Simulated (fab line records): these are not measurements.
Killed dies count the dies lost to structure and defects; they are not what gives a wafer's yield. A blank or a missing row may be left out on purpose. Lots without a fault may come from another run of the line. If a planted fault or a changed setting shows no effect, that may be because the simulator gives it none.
Struck lot and sound lot, side by side    flow berkeley cmos170    23 steps out of a route of 331
Sound: the wafers L705.3, L705.4, L705.6. Wafers struck: L710.2, L710.3, L710.6. The cause is given at the end.
Per side, at each step with rows, come the tool, then ch with its chambers, and then its first start. Under that, the readings that differ: sound wafers    struck wafers    difference of the means    sigmas: that difference in standard deviations of wafers without a fault.
alike: same words and numbers on both sides, and readings whose means sit less than 2 such deviations apart. not compared: any withheld reading, any reading some wafer has no value for, any bound like >300 that may hide the same value, and any number with overlapping values for which the record gives no deviation.
Wherever a step has rows on one side only, a row that says differs or no value, or a row with sigmas, the two part there. Numbers that don't overlap but have no deviation are shown without sigmas and don't part them. A reading missing from all wafers of one side parts the sides only when that side holds two or more wafers.

UCB170_NWELL_ETCH_13: etches Si3N4 in CH3F/Ar/O2, stops on SiO2, target depth 246.4 nm, time 154 s.
  sound on rie diel-03 ch 0,1, day 2 08:20; struck on rie diel-04 ch 2,3, day 3 08:47
  alike: O2_flow_sccm, drypump motor current A, oes product au, throttle valve pct
  not compared: rf hours counter h
then, 1 step without rows for these wafers: UCB170_NWELL_IMPLANT_14.
UCB170_NWELL_STRIP_15: strips in O2.
  sound on plasma asher-04 ch 0,1, day 2 08:37; struck on plasma asher-04 ch 0,1, day 3 09:02
  alike: drypump motor current A, oes product au, strip time to endpoint s
  not compared: rf hours counter h
UCB170_NWELL_TW_MEAS_16:
  sound on film metro-01, day 2 08:43; struck on film metro-01, day 3 09:09
  alike: NWELL_TW
then, 6 steps without rows for these wafers: UCB170_NWELL_CLEAN_17 (cleans in SPM, time 600 s); UCB170_NWELL_WET_ETCH_18 (etches Si3N4 in H3PO4, time 14400 s); UCB170_NWELL_WET_ETCH_19 (etches SiO2 in BOE, time 22 s); UCB170_PWELL_CLEAN_00 (cleans in SPM, time 600 s); UCB170_PWELL_CLEAN_01 (cleans in dHF, time 60 s); UCB170_PWELL_OXIDATION_02 (target thk 26.4 nm, ox time 1260 s).
UCB170_PWELL_THK_MEAS_03:
  sound on film metro-04, day 2 18:38; struck on film metro-03, day 3 20:42
  alike: PWELL_OXIDE_THK
then, 1 step without rows for these wafers: UCB170_PWELL_ANNEAL_04 (time 900 s).
UCB170_PWELL_CVD_05: deposits Si3N4 from SiH2Cl2/NH3, target thk 220 nm, time 3300 s.
  sound on lpcvd-02 ch 1, day 2 23:22; struck on lpcvd-02 ch 1, day 4 04:35
  alike: spike tc centre C, zone power load pct
UCB170_PWELL_THK_MEAS_06:
  sound on film metro-02, day 3 01:28; struck on film metro-04, day 4 06:33
reading                 sound              struck             difference  sigmas
PWELL_NITRIDE_THK (nm)  221.6 219.5 220.2  444.8 443.0 443.9  +223.5      +99 or more
then, 6 steps without rows for these wafers: UCB170_PWELL_HMDS_07 (prime time 60 s); UCB170_PWELL_COAT_08 (resist thk 900 nm); UCB170_PWELL_SOFTBAKE_09 (time 60 s); UCB170_PWELL_EXPOSE_10 (exposes mask PWELL, target cd 3000 nm); UCB170_PWELL_PEB_11; UCB170_PWELL_DEVELOP_12 (develop time 45 s).
UCB170_PWELL_OVL_MEAS_13:
  sound on overlay-01, day 3 02:45; struck on overlay-02, day 4 07:35
  alike: PWELL_OVL
UCB170_PWELL_ETCH_14: etches Si3N4 in CH3F/Ar/O2, stops on SiO2, target depth 242 nm, time 151 s.
  sound on rie diel-01 ch 1,2,3, day 3 02:46; struck on rie diel-04 ch 0,1,2, day 4 07:37
reading                   sound              struck             difference  sigmas
oes product au (a.u.)     0.953 0.948 0.924  0.981 1.003 0.992  +0.050      +4
model.etch.depth nm (nm)  221.5 219.5 220.2  240.3 241.4 243.7  +21.4       
  alike: O2_flow_sccm, drypump motor current A, throttle valve pct
  not compared: rf hours counter h
then, 1 step without rows for these wafers: UCB170_PWELL_IMPLANT_15.

== WHERE THEY PART ==
Last at UCB170_PWELL_ETCH_14 as far as this record goes, first at UCB170_PWELL_THK_MEAS_06.

WHY: what had been put in by the simulator
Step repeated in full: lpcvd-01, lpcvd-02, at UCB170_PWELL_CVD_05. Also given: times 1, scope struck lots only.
